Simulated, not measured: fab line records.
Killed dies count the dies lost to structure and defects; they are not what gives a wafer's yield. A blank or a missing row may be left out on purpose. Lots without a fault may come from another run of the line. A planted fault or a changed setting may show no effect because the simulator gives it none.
A struck lot beside a sound one	flow rit-cmos	19 out of 202 route steps
Sound: the wafers L968.2, L968.5, L968.6. Struck: wafers L970.2, L970.5, L970.6. Last of all comes the cause.
Per side, at each step with rows, come the tool, then ch with its chambers, and then its first start. Under that, the readings that differ: sound wafers	struck wafers	difference of the means	sigmas: that difference in standard deviations of wafers without a fault.
alike: words and numbers the same on both sides, and readings whose means are apart by under 2 such deviations; not compared: readings that were withheld, readings missing a value for some wafer, numbers with overlapping values and no deviation given by the record, and bounds like >300 which may hide the same value.
The two part at a step that has a row with sigmas, a row that says differs or no value, or rows on one side only. Numbers that don't overlap but have no deviation are shown without sigmas and don't part them. A reading that every wafer of one side lacks parts them only if that side has two wafers or more.

first, 1 step without rows for these wafers: RIT_SILICIDE_WET_ETCH_00 (etches SiO2 in BOE, target depth 14 nm, time 15 s).
RIT_SILICIDE_SPUTTER_01: material Ti, target thk 30 nm, time 240 s.
  sound on pvd-sputter-02, day 6 19:59; struck on pvd-sputter-02, day 7 05:41
  alike: throttle-valve-pct
RIT_SILICIDE_RS_MEAS_02: measurement is done with a four-point probe.
  sound on film-metro-04, day 6 20:09; struck on film-metro-04, day 7 05:52
  alike: SILICIDE_TI_RS
RIT_SILICIDE_THK_MEAS_03: measures by xrf.
  sound on film-metro-04, day 6 20:16; struck on film-metro-04, day 7 05:58
  alike: SILICIDE_TI_THK
RIT_SILICIDE_RTA_04: time 10 s, ramp up 5 s, ramp down 5 s.
  sound on rtp-anneal-02 ch 0, day 6 20:19; struck on rtp-anneal-02 ch 0, day 7 06:02
  alike: chamber-o2-ppm, wafer_temp_C_max
then, 1 step without rows for these wafers: RIT_SILICIDE_WET_ETCH_05 (etches Ti in SPM, time 120 s).
RIT_SILICIDE_RTA_06: time 10 s, ramp up 5 s, ramp down 10 s.
  sound on rtp-anneal-01 ch 0, day 6 20:26; struck on rtp-anneal-01 ch 0, day 7 06:08
  alike: chamber-o2-ppm, wafer_temp_C_max
RIT_CONTACT_CVD_00: deposits SiO2 from TEOS, target thk 400 nm, time 61 s.
  sound on pecvd-01 ch 0,1, day 6 20:29; struck on pecvd-04 ch 0,1, day 7 06:12
  alike: heater-power-w
RIT_CONTACT_THK_MEAS_01:
  sound on film-metro-02, day 6 20:33; struck on film-metro-04, day 7 06:16
  alike: CONTACT_TEOS_THK
then, 3 steps without rows for these wafers: RIT_CONTACT_HMDS_02 (prime time 60 s); RIT_CONTACT_COAT_03 (resist thk 1000 nm); RIT_CONTACT_SOFTBAKE_04 (time 60 s).
RIT_CONTACT_EXPOSE_05: exposes mask M11, target cd 1000 nm.
  sound on iline-stepper-02 ch 0, day 6 21:04; struck on iline-stepper-01 ch 0, day 7 06:54
reading	sound	struck	difference	sigmas
model.CONTACT.overlay-x-nm (nm)	0.2722 0.2722 0.2722	129.5 129.5 129.5	+129.2	
  alike: mask
then, 2 steps without rows for these wafers: RIT_CONTACT_PEB_06; RIT_CONTACT_DEVELOP_07 (develop time 120 s).
RIT_CONTACT_CD_MEAS_08: target cd 1000 nm.
  sound on cd-sem-02, day 6 21:35; struck on cd-sem-01, day 7 07:25
  alike: cd-nm
RIT_CONTACT_OVL_MEAS_09:
  sound on overlay-01, day 6 21:41; struck on overlay-02, day 7 07:31
reading	sound	struck	difference	sigmas
CONTACT_OVL (nm)	-1.2 -2.0 0.4	129.9 127.6 127.1	+129.1	+86
then, 1 step without rows for these wafers: RIT_CONTACT_HARDBAKE_10 (time 60 s).
RIT_M1_PROBE_99:
  sound on prober-02, day 7 02:47; struck on prober-02, day 7 12:47
reading	sound	struck	difference	sigmas
model.etest.contact-to-gate.bv-right-v (V)	91.84 92.45 90.49	25.25 24.61 24.79	-66.71	
model.etest.contact-to-gate.bv-left-v (V)	88.67 93.77 91.29	157 151.1 156	+63	
  alike: killed-at-front-end, killed-dies, killed-on-rim, killed-open, killed-short

WHERE THEY PART
Within this record, at RIT_CONTACT_OVL_MEAS_09 only. Later steps at which nothing parts them and some readings are alike: RIT_M1_PROBE_99.

WHY: what the simulator had put in
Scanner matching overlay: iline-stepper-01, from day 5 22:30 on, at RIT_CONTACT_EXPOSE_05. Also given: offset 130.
